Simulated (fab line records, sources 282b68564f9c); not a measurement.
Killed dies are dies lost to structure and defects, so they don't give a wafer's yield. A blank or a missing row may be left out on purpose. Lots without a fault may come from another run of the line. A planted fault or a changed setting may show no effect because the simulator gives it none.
Which tool did it? | flow rit_cmos | 15 lots, 45 wafers sampled, at 2 steps of a route of 202

WHAT THE GAUGES READ, wafer by wafer
The record holds no reading of a measuring or inspecting step that can be judged against a usual standard deviation.

WHICH TOOL RAN EACH LOT (tool, then ch and the chambers of the sampled wafers, then the start)
lot  | RIT_SPACER_CLEAN_00            | RIT_M1_PROBE_99
L237 | wet_bench-04 ch 1, day 3 05:05 | -
L238 | wet_bench-01 ch 2, day 3 07:25 | -
L240 | wet_bench-04 ch 0, day 3 18:25 | -
L241 | wet_bench-01 ch 3, day 4 01:00 | -
L243 | wet_bench-01 ch 1, day 4 09:16 | -
L244 | wet_bench-04 ch 1, day 4 18:14 | -
L245 | wet_bench-01 ch 0, day 4 22:34 | -
L247 | wet_bench-01 ch 3, day 5 09:57 | -
L248 | wet_bench-03 ch 2, day 5 13:45 | -
L249 | wet_bench-03 ch 1, day 5 19:04 | prober-01, day 6 10:05
L251 | wet_bench-01 ch 1, day 6 03:45 | -
L256 | wet_bench-04 ch 1, day 7 07:00 | prober-02, day 7 22:08
L257 | wet_bench-03 ch 2, day 7 09:32 | -
L258 | wet_bench-03 ch 0, day 7 12:22 | -
L259 | wet_bench-01 ch 3, day 7 20:40 | -
- RIT_SPACER_CLEAN_00: cleans in SC1, time 600 s.
- RIT_M1_PROBE_99

WHAT THE TOOLS THEMSELVES READ (means of the sampled wafers that have a number; where no wafer has one, the mark that the record gives instead)
RIT_SPACER_CLEAN_00.
lot  | tool         | bath_guard_temp_C (C) | bath_heat_duty_pct (%)
L237 | wet_bench-04 | 75.3                  | 16.8
L238 | wet_bench-01 | 75.6                  | 17.1
L240 | wet_bench-04 | 75.0                  | 19.3
L241 | wet_bench-01 | 75.5                  | 14.4
L243 | wet_bench-01 | 75.5                  | 16.0
L244 | wet_bench-04 | 75.3                  | 16.9
L245 | wet_bench-01 | 74.7                  | 13.2
L247 | wet_bench-01 | 75.4                  | 13.9
L248 | wet_bench-03 | 74.8                  | 15.7
L249 | wet_bench-03 | 75.3                  | 16.8
L251 | wet_bench-01 | 75.5                  | 16.3
L256 | wet_bench-04 | -                     | -
L257 | wet_bench-03 | -                     | -
L258 | wet_bench-03 | -                     | -
L259 | wet_bench-01 | 75.5                  | 14.5

RIT_M1_PROBE_99.
lot  | tool      | killed_at_contacts | killed_at_front_end | killed_dies | killed_open | killed_short
L249 | prober-01 | 0.0                | 6.7                 | 6.7         | 3.3         | 3.0
L256 | prober-02 | 0.0                | 5.0                 | 5.0         | 1.0         | 4.0

THE ANSWER, worked out from the rows above alone
Rule: what is usual is taken from the lots themselves. Put in order of their means at a reading, lots are off if they are a third of the lots or fewer, leave a main group of 4 or more, and stand apart from it by a gap of 3 or more times the standard deviation of the main group's means; of several such gaps the widest counts. A main group whose means are all the same, to the digits that the tables above print for the reading, isn't used. A lot without any number at a reading at which 4 lots or more have one is off too. The other lots that the step has rows for count as sound. The gauges are gone through in route order, then the tools' own readings, and for those a lot's mean is taken as printed above. The first step at which some lot is off is used, and at that step the reading that is off furthest; a lot without a number counts as furthest.
Off: L256, L257, L258, at RIT_SPACER_CLEAN_00 (bath_guard_temp_C). Without a number there: L256, L257, L258. The main group: mean 75.3 C, standard deviation 0.28.
A tool fits if, at that step or a process step before it, it ran every lot that is off, and no sound lot after the first of them. None of those tried fits.

WHAT THE SIMULATOR HAD PUT IN
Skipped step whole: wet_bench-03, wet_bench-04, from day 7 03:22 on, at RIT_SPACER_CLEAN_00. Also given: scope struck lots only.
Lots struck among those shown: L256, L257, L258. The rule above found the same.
